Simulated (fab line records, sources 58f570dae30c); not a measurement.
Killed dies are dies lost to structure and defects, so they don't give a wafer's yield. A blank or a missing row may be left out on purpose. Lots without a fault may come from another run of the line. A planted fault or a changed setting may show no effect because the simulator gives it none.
Which tool did it? | flow berkeley_cmos170 | 14 lots, 42 wafers sampled, at 6 steps of a route of 331

WHAT THE GAUGES READ, wafer by wafer
UCB170_SILICIDE_THK_MEAS_03: measures by xrf.
lot  | measured     | on            | SILICIDE_TI_THK (nm)
L416 | day 6 21:43  | film_metro-01 | 29.0 29.5 29.4
L417 | day 6 21:55  | film_metro-02 | 29.5 29.4 29.6
L418 | day 7 10:10  | film_metro-01 | 28.7 28.6 28.8
L419 | day 7 10:11  | film_metro-04 | 29.2 28.6 29.0
L420 | day 8 12:33  | film_metro-01 | 29.3 28.7 29.1
L421 | day 8 12:44  | film_metro-01 | 29.3 28.6 29.2
L423 | day 8 13:06  | film_metro-01 | 29.2 29.4 29.0
L426 | day 8 23:27  | film_metro-01 | 29.5 29.1 29.2
L427 | day 8 23:40  | film_metro-04 | 29.3 29.8 29.8
L432 | day 10 06:25 | film_metro-01 | 29.2 29.1 29.2
L436 | day 10 21:17 | film_metro-01 | 29.3 29.2 28.8
L433 | day 10 21:22 | film_metro-02 | 29.2 29.6 29.6
L437 | day 11 08:56 | film_metro-01 | 29.2 29.1 28.9
L438 | day 11 20:04 | film_metro-01 | 29.1 28.4 28.9

UCB170_M1_CD_MEAS_90: target cd 700 nm.
lot  | measured     | on        | cd_nm (nm)
L416 | day 7 10:41  | cd_sem-01 | 695 701 700
L417 | day 7 10:47  | cd_sem-02 | 698 697 699
L418 | day 7 17:00  | cd_sem-01 | 700 696 696
L419 | day 7 17:28  | cd_sem-01 | 700 703 697
L420 | day 8 21:29  | cd_sem-02 | 703 705 701
L421 | day 8 21:23  | cd_sem-02 | 687 687 686
L423 | day 8 21:05  | cd_sem-02 | 696 695 700
L426 | day 9 09:23  | cd_sem-02 | 699 704 706
L427 | day 9 09:44  | cd_sem-02 | 684 685 688
L432 | day 10 13:50 | cd_sem-01 | 696 699 700
L436 | day 11 04:10 | cd_sem-02 | 699 702 698
L433 | day 11 06:31 | cd_sem-01 | 706 705 705
L437 | day 11 17:15 | cd_sem-01 | 706 700 704
L438 | day 12 07:43 | cd_sem-02 | 707 703 707

WHICH TOOL RAN EACH LOT (tool, then ch and the chambers of the sampled wafers, then the start)
lot  | UCB170_CONTACT_STRIP_06              | UCB170_M1_SPUTTER_00         | UCB170_M1_METAL_ETCH_12           | UCB170_M1_STRIP_13
L416 | plasma_asher-02 ch 0, day 7 03:37    | pvd_sputter-01, day 7 08:33  | rie_metal-04 ch 0,1, day 7 10:23  | plasma_asher-04 ch 0,1, day 7 10:31
L417 | plasma_asher-03 ch 0,1, day 7 03:37  | pvd_sputter-03, day 7 08:46  | rie_metal-01 ch 0,1, day 7 10:32  | plasma_asher-01 ch 0,1, day 7 10:40
L418 | plasma_asher-02 ch 0,1, day 7 12:47  | pvd_sputter-03, day 7 14:41  | rie_metal-01 ch 0,1, day 7 16:46  | plasma_asher-03 ch 0,1, day 7 16:54
L419 | plasma_asher-03 ch 0,1, day 7 12:49  | pvd_sputter-01, day 7 14:50  | rie_metal-02 ch 0,1, day 7 17:14  | plasma_asher-01 ch 0,1, day 7 17:22
L420 | plasma_asher-01 ch 0,1, day 8 16:40  | pvd_sputter-01, day 8 19:26  | rie_metal-04 ch 0,1, day 8 21:15  | plasma_asher-01 ch 0,1, day 8 21:23
L421 | plasma_asher-02 ch 0,1, day 8 16:40  | pvd_sputter-03, day 8 19:05  | rie_metal-01 ch 0,1, day 8 21:08  | plasma_asher-04 ch 0,1, day 8 21:16
L423 | plasma_asher-01 ch 0,1, day 8 16:13  | pvd_sputter-04, day 8 18:44  | rie_metal-02 ch 0,1, day 8 20:51  | plasma_asher-03 ch 0,1, day 8 20:59
L426 | plasma_asher-01 ch 0,1, day 9 04:51  | pvd_sputter-01, day 9 07:11  | rie_metal-04 ch 0,1, day 9 09:04  | plasma_asher-04 ch 0,1, day 9 09:11
L427 | plasma_asher-01 ch 0,1, day 9 05:20  | pvd_sputter-04, day 9 07:25  | rie_metal-01 ch 1, day 9 09:26    | plasma_asher-03 ch 0,1, day 9 09:36
L432 | plasma_asher-02 ch 0, day 10 09:56   | pvd_sputter-01, day 10 12:07 | rie_metal-02 ch 0,1, day 10 13:35 | plasma_asher-01 ch 0,1, day 10 13:43
L436 | plasma_asher-01 ch 0,1, day 10 23:54 | pvd_sputter-01, day 11 01:48 | rie_metal-04 ch 0,1, day 11 03:51 | plasma_asher-03 ch 0,1, day 11 03:59
L433 | plasma_asher-01 ch 0,1, day 11 02:08 | pvd_sputter-03, day 11 04:22 | rie_metal-02 ch 0, day 11 06:13   | plasma_asher-03 ch 0,1, day 11 06:24
L437 | plasma_asher-03 ch 0,1, day 11 11:34 | pvd_sputter-01, day 11 14:51 | rie_metal-04 ch 0,1, day 11 17:01 | plasma_asher-03 ch 0,1, day 11 17:09
L438 | plasma_asher-03 ch 0,1, day 12 03:44 | pvd_sputter-03, day 12 06:05 | rie_metal-04 ch 0,1, day 12 07:29 | plasma_asher-04 ch 0,1, day 12 07:37
- UCB170_CONTACT_STRIP_06: strips in O2.
- UCB170_M1_SPUTTER_00: material Al, target thk 600 nm, time 80 s.
- UCB170_M1_METAL_ETCH_12: etches Al in Cl2/BCl3, stops on PSG, target depth 780 nm, time 130 s.
- UCB170_M1_STRIP_13: strips in O2.

WHAT THE TOOLS THEMSELVES READ (means of the sampled wafers that have a number; where no wafer has one, the mark that the record gives instead)
UCB170_CONTACT_STRIP_06.
lot  | tool            | drypump_motor_current_A (A) | oes_product_au (a.u.) | strip_time_to_endpoint_s (s)
L416 | plasma_asher-02 | 5.8                         | 0.733                 | 21.95
L417 | plasma_asher-03 | 6.1                         | 0.736                 | 22.02
L418 | plasma_asher-02 | 6.4                         | 0.733                 | 21.91
L419 | plasma_asher-03 | 5.8                         | 0.732                 | 21.95
L420 | plasma_asher-01 | 6.2                         | 0.734                 | 21.91
L421 | plasma_asher-02 | 6.4                         | 0.732                 | 21.97
L423 | plasma_asher-01 | 6.2                         | 0.739                 | 21.91
L426 | plasma_asher-01 | 6.1                         | 0.737                 | 21.95
L427 | plasma_asher-01 | 6.2                         | 0.734                 | 21.96
L432 | plasma_asher-02 | 5.9                         | 0.732                 | 21.96
L436 | plasma_asher-01 | 6.1                         | 0.732                 | 21.94
L433 | plasma_asher-01 | 6.1                         | 0.735                 | 21.90
L437 | plasma_asher-03 | 5.8                         | 0.729                 | 21.83
L438 | plasma_asher-03 | 5.8                         | 0.738                 | 21.90

UCB170_M1_SPUTTER_00.
lot  | tool           | throttle_valve_pct (%)
L416 | pvd_sputter-01 | 29.6
L417 | pvd_sputter-03 | 31.1
L418 | pvd_sputter-03 | 31.2
L419 | pvd_sputter-01 | 29.2
L420 | pvd_sputter-01 | 28.9
L421 | pvd_sputter-03 | 31.0
L423 | pvd_sputter-04 | 30.2
L426 | pvd_sputter-01 | 30.5
L427 | pvd_sputter-04 | 29.6
L432 | pvd_sputter-01 | 29.0
L436 | pvd_sputter-01 | 29.1
L433 | pvd_sputter-03 | 30.8
L437 | pvd_sputter-01 | 29.5
L438 | pvd_sputter-03 | 30.6

UCB170_M1_METAL_ETCH_12.
lot  | tool         | drypump_motor_current_A (A) | oes_product_au (a.u.) | throttle_valve_pct (%)
L416 | rie_metal-04 | 5.3                         | 0.880                 | 24.57
L417 | rie_metal-01 | 6.3                         | 0.858                 | 24.48
L418 | rie_metal-01 | 6.4                         | 0.860                 | 24.47
L419 | rie_metal-02 | 5.4                         | 0.843                 | 24.67
L420 | rie_metal-04 | 5.3                         | 0.866                 | 24.58
L421 | rie_metal-01 | 6.3                         | 0.866                 | 24.47
L423 | rie_metal-02 | 5.5                         | 0.845                 | 24.65
L426 | rie_metal-04 | 5.7                         | 0.852                 | 24.48
L427 | rie_metal-01 | 6.4                         | 0.845                 | 24.47
L432 | rie_metal-02 | 5.5                         | 0.850                 | 24.64
L436 | rie_metal-04 | 5.3                         | 0.870                 | 24.58
L433 | rie_metal-02 | 5.7                         | 0.849                 | 24.62
L437 | rie_metal-04 | 5.7                         | 0.853                 | 24.49
L438 | rie_metal-04 | 5.6                         | 0.845                 | 24.49

UCB170_M1_STRIP_13.
lot  | tool            | drypump_motor_current_A (A) | oes_product_au (a.u.)
L416 | plasma_asher-04 | 5.9                         | 0.721
L417 | plasma_asher-01 | 6.2                         | 0.720
L418 | plasma_asher-03 | 5.8                         | 0.718
L419 | plasma_asher-01 | 6.1                         | 0.723
L420 | plasma_asher-01 | 6.2                         | 0.718
L421 | plasma_asher-04 | 5.9                         | 0.583
L423 | plasma_asher-03 | 5.8                         | 0.719
L426 | plasma_asher-04 | 5.9                         | 0.724
L427 | plasma_asher-03 | 6.2                         | 0.582
L432 | plasma_asher-01 | 6.1                         | 0.721
L436 | plasma_asher-03 | 5.8                         | 0.720
L433 | plasma_asher-03 | 5.8                         | 0.719
L437 | plasma_asher-03 | 5.8                         | 0.719
L438 | plasma_asher-04 | 5.9                         | 0.721

THE ANSWER, worked out from the rows above alone
Rule: what is usual is taken from the lots themselves. Put in order of their means at a reading, lots are off if they are a third of the lots or fewer, leave a main group of 4 or more, and stand apart from it by a gap of 3 or more times the standard deviation of the main group's means; of several such gaps the widest counts. A main group whose means are all the same, to the digits that the tables above print for the reading, isn't used. A lot without any number at a reading at which 4 lots or more have one is off too. The other lots that the step has rows for count as sound. The gauges are gone through in route order, then the tools' own readings, and for those a lot's mean is taken as printed above. The first step at which some lot is off is used, and at that step the reading that is off furthest; a lot without a number counts as furthest.
Off: L421, L427, at UCB170_M1_CD_MEAS_90 (cd_nm). The main group: mean 701 nm, standard deviation 3.
A tool fits if, at a process step before that reading, it ran every lot that is off, and no sound lot after the first of them. The gauges at UCB170_M1_CD_MEAS_90 aren't tried: what is off there is off at UCB170_M1_METAL_ETCH_12 too, on other tools, and a gauge's error can't cause that. One fits: rie_metal-01 at UCB170_M1_METAL_ETCH_12. Its last sound lot is L418 (day 7 16:46), its first lot that is off L421 (day 8 21:08): a fault that began between those two fits.

WHAT THE SIMULATOR HAD PUT IN
Process parameter drift: rie_metal-01, from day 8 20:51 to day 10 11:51, at UCB170_M1_METAL_ETCH_12. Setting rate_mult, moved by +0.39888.
Lots struck among those shown: L421, L427. The rule above found the same.
